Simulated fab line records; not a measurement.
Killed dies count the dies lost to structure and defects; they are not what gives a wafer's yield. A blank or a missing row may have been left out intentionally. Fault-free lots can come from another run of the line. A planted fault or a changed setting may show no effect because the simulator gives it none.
The tool behind it: which one? -- flow berkeley_cmos170 -- 14 lots, 42 wafers sampled, at 4 steps of a route of 331

== WHAT THE GAUGES READ, wafer by wafer ==
UCB170_NWELL_OVL_MEAS_12.
lot,measured,on,NWELL_OVL (nm)
L139,day 2 13:26,overlay-01,5 2 -5
L140,day 2 18:08,overlay-02,-1 -2 -4
L141,day 3 02:55,overlay-01,-3 -6 -12
L142,day 3 03:10,overlay-02,-3 4 3
L143,day 3 02:40,overlay-02,-3 -2 -6
L146,day 3 18:06,overlay-01,-3 1 -1
L147,day 4 03:32,overlay-02,-6 -4 0
L153,day 5 10:26,overlay-01,3 4 3
L154,day 5 16:23,overlay-01,-5 2 -8
L156,day 6 08:49,overlay-02,0 -2 1
L159,day 6 16:41,overlay-02,3 6 2
L158,day 6 16:35,overlay-01,1 -8 -1
L160,day 7 00:25,overlay-02,1 -9 -2
L162,day 7 14:19,overlay-02,-3 2 -4

UCB170_CONTACT_CD_MEAS_15: the cd target is 700 nm.
lot,measured,on,cd_nm (nm)
L139,day 8 03:51,cd_sem-02,702.0 701.6 700.7
L140,day 8 03:28,cd_sem-01,699.0 698.8 698.9
L141,day 9 01:07,cd_sem-01,700.3 700.2 701.2
L142,day 9 00:37,cd_sem-01,700.2 698.9 699.9
L143,day 9 04:43,cd_sem-01,700.0 699.9 699.8
L146,day 9 11:49,cd_sem-01,699.6 699.7 699.9
L147,day 10 22:11,cd_sem-01,699.9 700.6 700.0
L153,day 12 06:17,cd_sem-01,698.7 697.6 697.3
L154,day 12 04:25,cd_sem-02,696.8 697.8 697.6
L156,day 12 14:23,cd_sem-02,699.9 698.5 698.4
L159,day 14 00:07,cd_sem-01,701.0 701.8 700.9
L158,day 14 00:02,cd_sem-02,699.9 700.7 698.9
L160,day 13 16:07,cd_sem-01,699.1 700.2 699.4
L162,day 13 23:12,cd_sem-01,699.9 698.6 698.4

== WHAT TOOL EACH LOT RAN ON (gives the tool, then ch and the chambers of the sampled wafers, and finally the start) ==
lot,UCB170_ZERO_HMDS_00,UCB170_PWELL_ETCH_14
L139,"litho_track-04 ch 0, day 1 20:47","rie_diel-02 ch 2,3, day 3 05:08"
L140,"litho_track-03 ch 0, day 2 02:19","rie_diel-02 ch 0,1, day 3 11:00"
L141,"litho_track-04 ch 0, day 2 07:39","rie_diel-02 ch 0,1,3, day 3 23:46"
L142,"litho_track-03 ch 0, day 2 12:17","rie_diel-02 ch 0,2, day 4 00:19"
L143,"litho_track-01 ch 0, day 2 12:21","rie_diel-01 ch 0,2,3, day 4 00:02"
L146,"litho_track-03 ch 0, day 3 03:19","rie_diel-01 ch 1,2, day 4 09:19"
L147,"litho_track-01 ch 0, day 3 12:02","rie_diel-01 ch 0,2,3, day 5 01:19"
L153,"litho_track-01 ch 0, day 4 18:37","rie_diel-01 ch 0,2, day 6 16:04"
L154,"litho_track-01 ch 0, day 4 22:50","rie_diel-02 ch 0,1,2, day 6 15:53"
L156,"litho_track-03 ch 0, day 5 10:21","rie_diel-04 ch 0,2,3, day 7 01:34"
L159,"litho_track-03 ch 0, day 5 21:25","rie_diel-01 ch 0,2, day 8 00:58"
L158,"litho_track-04 ch 0, day 5 21:29","rie_diel-01 ch 0,2,3, day 8 01:26"
L160,"litho_track-04 ch 0, day 6 11:26","rie_diel-04 ch 0,1, day 8 01:31"
L162,"litho_track-03 ch 0, day 6 15:29","rie_diel-01 ch 1,3, day 8 12:12"
- UCB170_ZERO_HMDS_00: prime time 60 s.
- UCB170_PWELL_ETCH_14: etches Si3N4 in CH3F/Ar/O2, stops on SiO2, target depth 242 nm, time 148.2 s.

== AS READ BY THE TOOLS THEMSELVES (means over the sampled wafers that have a number; for cases with no such wafer, the mark the record gives instead) ==
UCB170_ZERO_HMDS_00.
lot,tool,prime_temp_c (C)
L139,litho_track-04,99.88
L140,litho_track-03,99.90
L141,litho_track-04,99.90
L142,litho_track-03,99.89
L143,litho_track-01,99.91
L146,litho_track-03,100.00
L147,litho_track-01,99.89
L153,litho_track-01,105.52
L154,litho_track-01,105.62
L156,litho_track-03,99.86
L159,litho_track-03,100.13
L158,litho_track-04,100.06
L160,litho_track-04,99.98
L162,litho_track-03,99.95

UCB170_PWELL_ETCH_14.
lot,tool,drypump_motor_current_A (A),oes_product_au (a.u.),throttle_valve_pct (%)
L139,rie_diel-02,5.4,0.944,8.21
L140,rie_diel-02,5.8,0.967,8.11
L141,rie_diel-02,5.5,0.959,8.11
L142,rie_diel-02,5.7,0.942,8.20
L143,rie_diel-01,5.9,0.928,8.09
L146,rie_diel-01,5.7,0.950,8.17
L147,rie_diel-01,5.9,0.943,8.09
L153,rie_diel-01,5.8,0.932,8.19
L154,rie_diel-02,5.7,0.949,8.13
L156,rie_diel-04,5.4,0.954,8.06
L159,rie_diel-01,5.8,0.934,8.19
L158,rie_diel-01,5.9,0.932,8.09
L160,rie_diel-04,6.0,0.968,8.11
L162,rie_diel-01,5.5,0.950,7.99

== THE ANSWER, worked out from the rows above alone ==
Rule: the lots themselves supply what counts as usual. Put in order of their means at a reading, lots are off if they are a third of the lots or fewer, leave a main group of 4 or more, and stand apart from it by a gap of 3 or more times the standard deviation of the main group's means; of several such gaps the widest counts. If all means in a main group match to the digits the tables above print for the reading, that group is not used. A lot without any number at a reading at which 4 lots or more have one is off too. All remaining lots with rows at the step are treated as sound. Order of review: gauges by route order, followed by the tools' own readings, for which a lot's mean as printed above is used. The first step at which some lot is off is used, and at that step the reading that is off furthest; a lot without a number counts as furthest.
Off: L153, L154, at UCB170_ZERO_HMDS_00 (prime_temp_c). The main group: mean 99.95 C, standard deviation 0.079.
A tool fits if, at that step or a process step before it, it ran every lot that is off, and no sound lot after the first of them. One candidate fits, namely litho_track-01 at UCB170_ZERO_HMDS_00. Its last sound lot is L147 (day 3 12:02), its first lot that is off L153 (day 4 18:37): a fault that began between those two fits.
On the lots that are off, the tool's own readings at UCB170_ZERO_HMDS_00 differ by more than 5 times the standard deviation of the sound lots' means, which bears it out; prime_temp_c reads 105.57 C there versus 99.95 C on the sound lots.

== WHAT HAD BEEN PUT IN BY THE SIMULATOR ==
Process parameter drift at UCB170_ZERO_HMDS_00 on litho_track-01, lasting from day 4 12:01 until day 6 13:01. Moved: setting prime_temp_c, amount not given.
Struck lots among those shown: L153, L154. The rule given above showed the same thing.
